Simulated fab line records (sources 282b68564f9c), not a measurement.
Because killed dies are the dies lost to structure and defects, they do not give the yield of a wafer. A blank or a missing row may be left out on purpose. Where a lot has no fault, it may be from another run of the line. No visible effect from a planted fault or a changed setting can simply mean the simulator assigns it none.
A struck lot beside a sound one :: flow rit-cmos :: 20 steps out of a route of 202
Sound: these wafers, L123.3, L123.5, L123.6. The struck wafers were L128.1, L128.2, L128.5. The cause is given at the end.
Per side, at each step with rows, come the tool, then ch with its chambers, and then its first start. Under that, the readings that differ: sound wafers :: struck wafers :: difference of the means :: sigmas: that difference in standard deviations of wafers without a fault.
alike: words and numbers the same on both sides, and readings whose means are apart by under 2 such deviations; not compared: readings that were withheld, readings missing a value for some wafer, numbers with overlapping values and no deviation given by the record, and bounds like >300 which may hide the same value.
Wherever a step has rows on one side only, a row that says differs or no value, or a row with sigmas, the two part there. Numbers that don't overlap but have no deviation are shown without sigmas and don't part them. Lack of a reading on every wafer of one side parts them only where that side has two or more wafers.

first, 4 steps without rows for these wafers: RIT_ACTIVE_SOFTBAKE_07 (time 60 s); RIT_ACTIVE_EXPOSE_08 (exposes mask M1, target cd 1400 nm); RIT_ACTIVE_PEB_09; RIT_ACTIVE_DEVELOP_10 (develop time 50 s).
RIT_ACTIVE_CD_MEAS_11 targets a cd of 1400 nm.
  sound: cd-sem-01 at day 1 21:02; struck: cd-sem-01 at day 2 22:23
  alike: cd-nm
then, 1 step without rows for these wafers: RIT_ACTIVE_HARDBAKE_12 (time 60 s).
RIT_ACTIVE_ETCH_13: etches Si3N4 in SF6, stops on SiO2, time 205.4 s, target depth 210 nm.
  sound on rie-diel-01 ch 1,2,3, day 1 21:16; struck on rie-diel-02 ch 1,2, day 2 22:39
  alike: drypump-motor-current-A, oes-product-au, rf-fwd-power-W, throttle-valve-pct
  not compared: rf-hours-counter-h
RIT_ACTIVE_STRIP_14: strips in O2, time 180 s.
  sound on plasma-asher-01 ch 0,1, day 1 21:28; struck on plasma-asher-04 ch 0,1, day 2 22:47
  alike: drypump-motor-current-A
  not compared: rf-hours-counter-h
RIT_ACTIVE_CD_MEAS_90 targets a cd of 1400 nm.
  sound: cd-sem-01 at day 1 21:37; struck: cd-sem-01 at day 2 22:58
  alike: cd-nm
then, 3 steps without rows for these wafers: RIT_ACTIVE_CLEAN_15 (cleans in SC1, time 600 s); RIT_ACTIVE_CLEAN_16 (cleans in dHF, time 30 s); RIT_ACTIVE_CLEAN_17 (cleans in SC2, time 600 s).
RIT_FOX1_OXIDATION_00: target thk 350.7 nm, ox time 1130 s.
  sound on furnace-04 ch 0, day 1 22:11; struck on furnace-04 ch 0, day 3 01:10
  alike: zone-power-centre-pct, zone-power-source-pct
RIT_FOX1_THK_MEAS_01:
  sound: film-metro-03 at day 1 23:31; struck: film-metro-03 at day 3 02:28
reading: FOX1_OXIDE_THK (nm)
sound: 340 345 342
struck: 529 522 531
difference: +185
sigmas: +32
RIT_FOX1_WET_ETCH_02: etches SiO2 in BOE, target depth 350 nm, time 390 s.
  sound on wet-bench-04 ch 1, day 1 23:34; struck on wet-bench-03 ch 0, day 3 02:32
reading: model.Si3N4_of_ACTIVE_CVD_03.thk-nm (nm)
sound: 136.5 137.9 136.4
struck: 135.3 134.2 135.7
difference: -1.9
sigmas: 
  alike: bath-heat-duty-pct
then, 1 step without rows for these wafers: RIT_FOX2_OXIDATION_00 (target thk 350.7 nm, ox time 1130 s).
RIT_FOX2_THK_MEAS_01:
  sound: film-metro-01 at day 2 01:01; struck: film-metro-03 at day 3 03:58
  alike: FOX2_OXIDE_THK
RIT_FOX2_CLEAN_02: cleans in dHF, time 180 s.
  sound on wet-bench-01 ch 1, day 2 01:03; struck on wet-bench-04 ch 1, day 3 04:10
reading: model.Si3N4_of_ACTIVE_CVD_03.thk-nm (nm)
sound: 129.4 130.9 129.4
struck: 128.2 127.1 128.6
difference: -1.9
sigmas: 
then, 1 step without rows for these wafers: RIT_FOX2_WET_ETCH_03 (etches Si3N4 in H3PO4, target depth 195 nm, time 2700 s).
RIT_M1_PROBE_99:
  sound: prober-01 at day 3 18:59; struck: prober-01 at day 5 00:26
  alike: killed-at-front-end, killed-dies, killed-on-rim, killed-open, killed-short

WHERE THEY PART
Within this record, at RIT_FOX1_THK_MEAS_01 only. Later steps at which nothing parts them and some readings are alike: RIT_FOX1_WET_ETCH_02, RIT_FOX2_THK_MEAS_01, RIT_M1_PROBE_99.

WHY: the cause the simulator had injected
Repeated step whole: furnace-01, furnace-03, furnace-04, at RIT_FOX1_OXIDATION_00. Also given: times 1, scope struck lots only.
